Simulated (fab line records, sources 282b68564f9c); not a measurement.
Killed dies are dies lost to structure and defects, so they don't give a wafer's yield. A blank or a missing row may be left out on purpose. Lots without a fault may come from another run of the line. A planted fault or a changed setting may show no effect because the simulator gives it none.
A struck lot beside a sound one | flow rit_cmos | 44 steps out of a route of 202
Sound: wafers L540.3, L540.4, L540.5. Struck: wafers L549.2, L549.3, L549.4. The cause comes at the end.
At each step with rows: each side's tool, then ch and its chambers, then its first start. Under that, the readings that differ: sound wafers | struck wafers | difference of the means | sigmas: that difference in standard deviations of wafers without a fault.
alike: readings whose means differ by less than 2 such deviations, and words and numbers that are the same on both sides. not compared: withheld readings, readings that some wafer has no value for, bounds like >300 that may hide the same value, and numbers for which the record gives no deviation and whose values overlap.
The two part at a step that has a row with sigmas, a row that says differs or no value, or rows on one side only. Numbers that don't overlap but have no deviation are shown without sigmas and don't part them. A reading that every wafer of one side lacks parts them only if that side has two wafers or more.

first, 3 steps without rows for these wafers: RIT_REOX_CLEAN_01 (cleans in dHF, time 30 s); RIT_REOX_CLEAN_02 (cleans in SC2, time 600 s); RIT_REOX_OXIDATION_03 (target thk 25.2 nm, ox time 5580 s).
RIT_REOX_THK_MEAS_04:
  sound on film_metro-03, day 3 03:08; struck on film_metro-02, day 4 14:42
  reading             | sound          | struck         | difference | sigmas
  REOX_OXIDE_THK (nm) | 26.2 25.9 25.8 | 25.2 24.8 25.2 | -0.9       | -2
then, 6 steps without rows for these wafers: RIT_NLDD_HMDS_00 (prime time 60 s); RIT_NLDD_COAT_01 (resist thk 1000 nm); RIT_NLDD_SOFTBAKE_02 (time 60 s); RIT_NLDD_EXPOSE_03 (exposes mask M7, target cd 40700 nm); RIT_NLDD_PEB_04; RIT_NLDD_DEVELOP_05 (develop time 50 s).
RIT_NLDD_OVL_MEAS_06:
  sound on overlay-01, day 3 04:07; struck on overlay-02, day 4 15:37
  alike: NLDD_OVL
then, 1 step without rows for these wafers: RIT_NLDD_HARDBAKE_07 (time 60 s).
RIT_NLDD_IMPLANT_08:
  sound on implanter-02 ch 0, day 3 04:23; struck on implanter-04 ch 0, day 4 15:53
  reading            | sound           | struck            | difference | sigmas
  beam_on_s (s)      | 9.79 10.18 9.62 | 14.28 14.47 13.98 | +4.38      | +22
  faraday_current_uA | 1614 1544 1631  | 1095 1080 1126    | -496       | -16
  alike: end_station_pressure_torr, tilt_deg
RIT_NLDD_STRIP_09: strips in O2, time 180 s.
  sound on plasma_asher-03 ch 0,1, day 3 04:33; struck on plasma_asher-02 ch 0,1, day 4 16:01
  alike: drypump_motor_current_A
  not compared: rf_hours_counter_h
RIT_NLDD_TW_MEAS_10:
  sound on film_metro-03, day 3 04:41; struck on film_metro-01, day 4 16:12
  reading | sound          | struck         | difference | sigmas
  NLDD_TW | 2522 2520 2510 | 2704 2724 2718 | +198       | +9
then, 6 steps without rows for these wafers: RIT_PLDD_HMDS_00 (prime time 60 s); RIT_PLDD_COAT_01 (resist thk 1000 nm); RIT_PLDD_SOFTBAKE_02 (time 60 s); RIT_PLDD_EXPOSE_03 (exposes mask M8, target cd 40900 nm); RIT_PLDD_PEB_04; RIT_PLDD_DEVELOP_05 (develop time 50 s).
RIT_PLDD_OVL_MEAS_06:
  sound on overlay-01, day 3 05:44; struck on overlay-02, day 4 17:10
  alike: PLDD_OVL
then, 2 steps without rows for these wafers: RIT_PLDD_HARDBAKE_07 (time 60 s); RIT_PLDD_IMPLANT_08.
RIT_PLDD_STRIP_09: strips in O2, time 180 s.
  sound on plasma_asher-01 ch 0,1, day 3 06:07; struck on plasma_asher-01 ch 0,1, day 4 17:30
  alike: drypump_motor_current_A
  not compared: rf_hours_counter_h
RIT_PLDD_TW_MEAS_10:
  sound on film_metro-03, day 3 06:16; struck on film_metro-03, day 4 17:41
  alike: PLDD_TW
then, 4 steps without rows for these wafers: RIT_SPACER_CLEAN_00 (cleans in SC1, time 600 s); RIT_SPACER_CLEAN_01 (cleans in dHF, time 30 s); RIT_SPACER_CLEAN_02 (cleans in SC2, time 600 s); RIT_SPACER_CVD_03 (deposits Si3N4 from SiH2Cl2/NH3, target thk 250 nm, time 3300 s).
RIT_SPACER_THK_MEAS_04:
  sound on film_metro-02, day 3 08:36; struck on film_metro-02, day 4 20:16
  alike: SPACER_NITRIDE_THK
RIT_SPACER_ETCHBACK_05: etches Si3N4 in SF6/CHF3, stops on SiO2, target depth 250 nm, time 240 s.
  sound on rie_diel-03 ch 0,1,2, day 3 08:38; struck on rie_diel-03 ch 1,3, day 4 20:19
  alike: drypump_motor_current_A, oes_product_au, throttle_valve_pct
  not compared: rf_hours_counter_h
then, 6 steps without rows for these wafers: RIT_NSD_HMDS_00 (prime time 60 s); RIT_NSD_COAT_01 (resist thk 1000 nm); RIT_NSD_SOFTBAKE_02 (time 60 s); RIT_NSD_EXPOSE_03 (exposes mask M9, target cd 40700 nm); RIT_NSD_PEB_04; RIT_NSD_DEVELOP_05 (develop time 50 s).
RIT_NSD_OVL_MEAS_06:
  sound on overlay-01, day 3 09:47; struck on overlay-01, day 4 21:26
  alike: NSD_OVL
then, 2 steps without rows for these wafers: RIT_NSD_HARDBAKE_07 (time 60 s); RIT_NSD_IMPLANT_08.
RIT_NSD_STRIP_09: strips in O2, time 180 s.
  sound on plasma_asher-02 ch 0,1, day 3 10:10; struck on plasma_asher-02 ch 0,1, day 4 21:46
  alike: drypump_motor_current_A
  not compared: rf_hours_counter_h
RIT_SDANNEAL_RS_MEAS_07: measures by four-point-probe.
  sound on film_metro-03, day 3 12:43; struck on film_metro-03, day 5 00:29
  reading          | sound             | struck            | difference | sigmas
  NLDD_RS (ohm/sq) | 152.4 152.6 152.4 | 113.7 114.0 113.6 | -38.7      | -77
RIT_M1_PROBE_99:
  the record has rows for the struck wafers here (prober-01, day 5 07:26) and none for the sound ones

WHERE THEY PART
First at RIT_REOX_THK_MEAS_04; last, within this record, at RIT_M1_PROBE_99.

WHY: what the simulator had put in
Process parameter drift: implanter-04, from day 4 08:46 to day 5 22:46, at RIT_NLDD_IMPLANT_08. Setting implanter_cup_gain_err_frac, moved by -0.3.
